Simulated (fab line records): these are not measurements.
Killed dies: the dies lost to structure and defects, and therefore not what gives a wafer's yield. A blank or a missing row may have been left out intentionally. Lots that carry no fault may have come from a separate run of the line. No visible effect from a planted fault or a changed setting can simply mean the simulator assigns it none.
Split-lot study ; flow rit-cmos ; route with 202 steps; 5 lots, 23 wafers read

## ON THE SPLIT
At RIT_PRETRO_IMPLANT_08, the setting energy-kev was moved away from the recipe's 45 on 9 of the 23 wafers read, by -3.2% to +2.9%. For the rest of the wafers, this setting stayed at what the recipe calls for.

The reading comes from the split's own step.

## THE READING
In nm, at RIT_PRETRO_IMPLANT_08: implant.drp-nm, which is the simulator's own figure and was read by no gauge. The file does not state a usual value for it.

wafer;tool, chamber at the split;energy-kev as run;against the recipe;implant.drp-nm, nm;against lot-mates on the recipe
L074.1;implanter-03, 0;46.3;+2.9%;56.01;+0.94
L074.2;implanter-03, 0;46.3;+2.9%;56.01;+0.94
L074.6;implanter-03, 0;46.3;+2.9%;56.01;+0.94
L074.4;implanter-03, 0;45;recipe;55.07;-
L074.5;implanter-03, 0;45;recipe;55.07;-
L078.1;implanter-03, 0;44.03;-2.2%;54.36;-0.71
L078.4;implanter-03, 0;44.03;-2.2%;54.36;-0.71
L078.2;implanter-03, 0;45;recipe;55.07;-
L078.3;implanter-03, 0;45;recipe;55.07;-
L078.6;implanter-03, 0;45;recipe;55.07;-
L079.2;implanter-01, 0;45;recipe;55.07;-
L079.4;implanter-01, 0;45;recipe;55.07;-
L079.6;implanter-01, 0;45;recipe;55.07;-
L079.3;implanter-01, 0;43.68;-2.9%;54.1;-0.97
L079.5;implanter-01, 0;43.68;-2.9%;54.1;-0.97
L084.1;implanter-04, 0;45;recipe;55.07;-
L084.4;implanter-04, 0;45;recipe;55.07;-
L084.5;implanter-04, 0;45;recipe;55.07;-
L085.2;implanter-04, 0;45;recipe;55.07;-
L085.4;implanter-04, 0;45;recipe;55.07;-
L085.5;implanter-04, 0;45;recipe;55.07;-
L085.3;implanter-04, 0;43.56;-3.2%;54.01;-1.06
L085.6;implanter-04, 0;43.56;-3.2%;54.01;-1.06

FIT RESULTS
A straight line over all 23 wafers: implant.drp-nm changes by +0.329 nm for each +1% of energy-kev; r = +1.00; the points scatter about the line by 0.0039 nm.
The same after taking each lot's own level away (the mean of its wafers on the recipe; 23 wafers): +0.329 nm for each +1%; r = +1.00; scatter 0.0039 nm.
On that fit, the largest move of energy-kev shifts the reading by 1.1 nm.
The lots' own levels span 55.070 to 55.070 nm.
Consequently the slope shifts little with the lot-to-lot level, the two slopes agreeing.
Check: with one of the wafers moved furthest among these (-3.2%) left out of the fit, the line predicts -1.05 nm for it against its lot-mates. It came out at -1.06 nm against them.

## FURTHER SPLITS ON THESE WAFERS
Before the reading, these wafers also passed through other splits. Each is held against what the fit with the lots' levels taken away leaves over:
other split on the same wafers;wafers away from the commonest value;r with implant.drp-nm (lot level and that fit taken away)
RIT_ACTIVE_OXIDATION_01 temp-c;15;-0.34
RIT_ACTIVE_SOFTBAKE_07 temp-c;11;+0.06
RIT_ACTIVE_DEVELOP_10 develop-time-s;8;+0.00
RIT_FOX1_OXIDATION_00 temp-c;15;+0.17
RIT_NWELL_COAT_01 resist-thk-nm;6;+0.08
RIT_NWELL_IMPLANT_08 energy-kev;9;-0.10
RIT_NRETRO_IMPLANT_08 dose-cm2;8;+0.13

## FILE'S OWN FIT
implant.drp-nm changes by +0.328 nm for each +1% of energy-kev, r = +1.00.
